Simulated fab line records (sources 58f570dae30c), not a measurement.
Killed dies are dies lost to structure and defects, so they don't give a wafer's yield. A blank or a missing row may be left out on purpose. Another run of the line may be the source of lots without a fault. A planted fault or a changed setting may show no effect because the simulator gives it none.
fab line records || flow berkeley_cmos170
[record] {"lots": 14, "wafers": 42, "last_day": 12}
route steps=331 shown V1@264
lots untouched by any fault: they come from a run of this same line in which no faults occurred
start_h: start of the lot's first displayed wafer, in hours after the record's first day || wait_h: hours from the lot's prior step to this one || " same as the row above || L1.1+2: a single row standing in for several wafers || - no value, or no start given || * or withheld: withheld || < > ~ a bound
route shown NAME@n: NAME is a module with steps in the file, n the number in the route of the first one || usual: mean/standard deviation taken from wafers without a fault || same: alike in all rows || chamber/n: place in a boat || sites: the reading at each site || _std_site: standard deviation of those values || _edge_site: mean of outer sites minus mean of inner sites || radius_mm: for every site, how far away it sits from the centre of the wafer || mask NAME#n: copy n || behind: the last tool/chamber to shape the wafer || hold: reason for holding the lot/hours on hold/outcome of the hold || device: transistor that didn't switch, given as n, p or np || end of line: at the end of the route, the tests of the same wafers || a step with no rows: only its recipe || killed: count of dies lost to structure and defects at first sort (not the wafer's yield) || map: a wafer's dies, marking killed ones x, the rest . and places with no die _
set.NAME: the run value of the setting; set.NAME@STEP: its run value at that earlier step || model.NAME: the simulator's own value behind a step, which no gauge read
steps of the route over a sample of lots; a table a step, a row a wafer
[[steps]]
[step UCB170_V1_PEB_10]
[recipe] {"peb_temp_c": 130, "peb_time_s": "withheld", "resist": "KrF"}
[usual] {"chill_plate_temp_C": "22.96/0.11", "exhaust_pa": "45.1/0.93", "heater_power_total_W": "56.80/0.043"}
{"lot.wafer": "L115.1", "tool": "litho_track-02", "chamber": 0, "start_h": 147.99, "wait_h": 0.1, "chill_plate_temp_C": 22.95, "exhaust_pa": 44.6, "heater_power_total_W": 56.76}
{"lot.wafer": "L115.2", "tool": "litho_track-02", "chamber": 0, "start_h": 147.99, "wait_h": 0.1, "chill_plate_temp_C": 23.09, "exhaust_pa": 45.6, "heater_power_total_W": 56.77}
{"lot.wafer": "L115.5", "tool": "litho_track-02", "chamber": 0, "start_h": 147.99, "wait_h": 0.1, "chill_plate_temp_C": 22.92, "exhaust_pa": 44.9, "heater_power_total_W": 56.82}
{"lot.wafer": "L117.1", "tool": "litho_track-04", "chamber": 0, "start_h": 151.80, "wait_h": 0.3, "chill_plate_temp_C": 23.01, "exhaust_pa": 45.7, "heater_power_total_W": 56.78}
{"lot.wafer": "L117.5", "tool": "litho_track-04", "chamber": 0, "start_h": 151.80, "wait_h": 0.3, "chill_plate_temp_C": 22.83, "exhaust_pa": 47.8, "heater_power_total_W": 56.81}
{"lot.wafer": "L117.6", "tool": "litho_track-04", "chamber": 0, "start_h": 151.80, "wait_h": 0.3, "chill_plate_temp_C": 22.98, "exhaust_pa": 47.1, "heater_power_total_W": 56.75}
{"lot.wafer": "L118.4", "tool": "litho_track-04", "chamber": 0, "start_h": 155.58, "wait_h": 0.2, "chill_plate_temp_C": 22.86, "exhaust_pa": 45.7, "heater_power_total_W": 56.75}
{"lot.wafer": "L118.5", "tool": "litho_track-04", "chamber": 0, "start_h": 155.58, "wait_h": 0.2, "chill_plate_temp_C": 23.09, "exhaust_pa": 44.8, "heater_power_total_W": 56.70}
{"lot.wafer": "L118.6", "tool": "litho_track-04", "chamber": 0, "start_h": 155.58, "wait_h": 0.2, "chill_plate_temp_C": 22.92, "exhaust_pa": 44.2, "heater_power_total_W": 56.83}
{"lot.wafer": "L121.1", "tool": "litho_track-02", "chamber": 0, "start_h": 176.04, "wait_h": 0.5, "chill_plate_temp_C": 22.88, "exhaust_pa": 43.5, "heater_power_total_W": 56.81}
{"lot.wafer": "L121.2", "tool": "litho_track-02", "chamber": 0, "start_h": 176.04, "wait_h": 0.5, "chill_plate_temp_C": 22.94, "exhaust_pa": 43.7, "heater_power_total_W": 56.84}
{"lot.wafer": "L121.6", "tool": "litho_track-02", "chamber": 0, "start_h": 176.04, "wait_h": 0.5, "chill_plate_temp_C": 23.06, "exhaust_pa": 45.0, "heater_power_total_W": 56.80}
{"lot.wafer": "L123.3", "tool": "litho_track-01", "chamber": 0, "start_h": 176.36, "wait_h": 0.5, "chill_plate_temp_C": 22.88, "exhaust_pa": 45.3, "heater_power_total_W": 56.81}
{"lot.wafer": "L123.4", "tool": "litho_track-01", "chamber": 0, "start_h": 176.36, "wait_h": 0.5, "chill_plate_temp_C": 22.82, "exhaust_pa": 44.1, "heater_power_total_W": 56.76}
{"lot.wafer": "L123.6", "tool": "litho_track-01", "chamber": 0, "start_h": 176.36, "wait_h": 0.5, "chill_plate_temp_C": 23.06, "exhaust_pa": 45.7, "heater_power_total_W": 56.75}
{"lot.wafer": "L125.1", "tool": "litho_track-02", "chamber": "-", "start_h": 186.85, "wait_h": 0.1, "chill_plate_temp_C": "-", "exhaust_pa": "-", "heater_power_total_W": "-"}
{"lot.wafer": "L125.2", "tool": "litho_track-02", "chamber": "-", "start_h": 186.85, "wait_h": 0.1, "chill_plate_temp_C": "-", "exhaust_pa": "-", "heater_power_total_W": "-"}
{"lot.wafer": "L125.5", "tool": "litho_track-02", "chamber": "-", "start_h": 186.85, "wait_h": 0.1, "chill_plate_temp_C": "-", "exhaust_pa": "-", "heater_power_total_W": "-"}
{"lot.wafer": "L126.1", "tool": "litho_track-02", "chamber": "-", "start_h": 187.19, "wait_h": 0.1, "chill_plate_temp_C": "-", "exhaust_pa": "-", "heater_power_total_W": "-"}
{"lot.wafer": "L126.2", "tool": "litho_track-02", "chamber": "-", "start_h": 187.19, "wait_h": 0.1, "chill_plate_temp_C": "-", "exhaust_pa": "-", "heater_power_total_W": "-"}
{"lot.wafer": "L126.5", "tool": "litho_track-02", "chamber": "-", "start_h": 187.19, "wait_h": 0.1, "chill_plate_temp_C": "-", "exhaust_pa": "-", "heater_power_total_W": "-"}
{"lot.wafer": "L129.3", "tool": "litho_track-02", "chamber": 0, "start_h": 208.91, "wait_h": 0.3, "chill_plate_temp_C": 22.82, "exhaust_pa": 45.4, "heater_power_total_W": 56.82}
{"lot.wafer": "L129.4", "tool": "litho_track-02", "chamber": 0, "start_h": 208.91, "wait_h": 0.3, "chill_plate_temp_C": 23.05, "exhaust_pa": 44.7, "heater_power_total_W": 56.85}
{"lot.wafer": "L129.5", "tool": "litho_track-02", "chamber": 0, "start_h": 208.91, "wait_h": 0.3, "chill_plate_temp_C": 23.10, "exhaust_pa": 45.4, "heater_power_total_W": 56.84}
{"lot.wafer": "L132.3", "tool": "litho_track-02", "chamber": 0, "start_h": 242.51, "wait_h": 0.6, "chill_plate_temp_C": 23.13, "exhaust_pa": 44.5, "heater_power_total_W": 56.86}
{"lot.wafer": "L132.4", "tool": "litho_track-02", "chamber": 0, "start_h": 242.51, "wait_h": 0.6, "chill_plate_temp_C": 23.10, "exhaust_pa": 45.3, "heater_power_total_W": 56.75}
{"lot.wafer": "L132.5", "tool": "litho_track-02", "chamber": 0, "start_h": 242.51, "wait_h": 0.6, "chill_plate_temp_C": 23.05, "exhaust_pa": 46.4, "heater_power_total_W": 56.81}
{"lot.wafer": "L133.3", "tool": "litho_track-04", "chamber": 0, "start_h": 244.52, "wait_h": 0.1, "chill_plate_temp_C": 22.83, "exhaust_pa": 44.7, "heater_power_total_W": 56.83}
{"lot.wafer": "L133.4", "tool": "litho_track-04", "chamber": 0, "start_h": 244.52, "wait_h": 0.1, "chill_plate_temp_C": 22.90, "exhaust_pa": 45.7, "heater_power_total_W": 56.80}
{"lot.wafer": "L133.5", "tool": "litho_track-04", "chamber": 0, "start_h": 244.52, "wait_h": 0.1, "chill_plate_temp_C": 22.83, "exhaust_pa": 45.3, "heater_power_total_W": 56.76}
{"lot.wafer": "L134.1", "tool": "litho_track-04", "chamber": 0, "start_h": 249.43, "wait_h": 0.4, "chill_plate_temp_C": 22.90, "exhaust_pa": 42.2, "heater_power_total_W": 56.88}
{"lot.wafer": "L134.4", "tool": "litho_track-04", "chamber": 0, "start_h": 249.43, "wait_h": 0.4, "chill_plate_temp_C": 23.04, "exhaust_pa": 43.6, "heater_power_total_W": 56.75}
{"lot.wafer": "L134.5", "tool": "litho_track-04", "chamber": 0, "start_h": 249.43, "wait_h": 0.4, "chill_plate_temp_C": 22.92, "exhaust_pa": 43.2, "heater_power_total_W": 56.74}
{"lot.wafer": "L135.1", "tool": "litho_track-04", "chamber": 0, "start_h": 253.00, "wait_h": 0.2, "chill_plate_temp_C": 22.95, "exhaust_pa": 45.2, "heater_power_total_W": 56.81}
{"lot.wafer": "L135.2", "tool": "litho_track-04", "chamber": 0, "start_h": 253.00, "wait_h": 0.2, "chill_plate_temp_C": 22.91, "exhaust_pa": 45.3, "heater_power_total_W": 56.75}
{"lot.wafer": "L135.6", "tool": "litho_track-04", "chamber": 0, "start_h": 253.00, "wait_h": 0.2, "chill_plate_temp_C": 23.00, "exhaust_pa": 45.5, "heater_power_total_W": 56.83}
{"lot.wafer": "L138.1", "tool": "litho_track-01", "chamber": 0, "start_h": 267.42, "wait_h": 0.1, "chill_plate_temp_C": 22.98, "exhaust_pa": 44.9, "heater_power_total_W": 56.75}
{"lot.wafer": "L138.2", "tool": "litho_track-01", "chamber": 0, "start_h": 267.42, "wait_h": 0.1, "chill_plate_temp_C": 23.13, "exhaust_pa": 44.1, "heater_power_total_W": 56.76}
{"lot.wafer": "L138.3", "tool": "litho_track-01", "chamber": 0, "start_h": 267.42, "wait_h": 0.1, "chill_plate_temp_C": 23.10, "exhaust_pa": 45.0, "heater_power_total_W": 56.77}
{"lot.wafer": "L137.2", "tool": "litho_track-02", "chamber": 0, "start_h": 267.71, "wait_h": 0.1, "chill_plate_temp_C": 22.85, "exhaust_pa": 45.6, "heater_power_total_W": 56.78}
{"lot.wafer": "L137.4", "tool": "litho_track-02", "chamber": 0, "start_h": 267.71, "wait_h": 0.1, "chill_plate_temp_C": 22.92, "exhaust_pa": 45.4, "heater_power_total_W": 56.84}
{"lot.wafer": "L137.6", "tool": "litho_track-02", "chamber": 0, "start_h": 267.71, "wait_h": 0.1, "chill_plate_temp_C": 22.88, "exhaust_pa": 44.3, "heater_power_total_W": 56.85}
[[key]]
[first_sign] {"step": "UCB170_V1_PEB_10", "reading": "tool_record", "direction": "missing"}
effect none on later readings
met_at UCB170_V1_PEB_10
struck_lots L125,L126
later_rows_left_out L125.1,L125.2,L125.5,L126.1,L126.2,L126.5
sort_left_out L125.1,L125.2,L125.5,L126.1,L126.2,L126.5
onset_between 176.04 186.85
[fault] {"kind": "skipped_step_whole", "tool": "litho_track-02", "chamber": "-", "onset_h": 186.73, "steps": "UCB170_V1_PEB_10", "scope": "struck_lots_only"}
// sort_left_out: the simulated sort isn't trusted on such a fault, so these wafers' sort isn't shown, and their yield isn't known
// later_rows_left_out: the simulator's readings of these wafers behind a module that went badly wrong aren't trusted and aren't shown, but for the sort
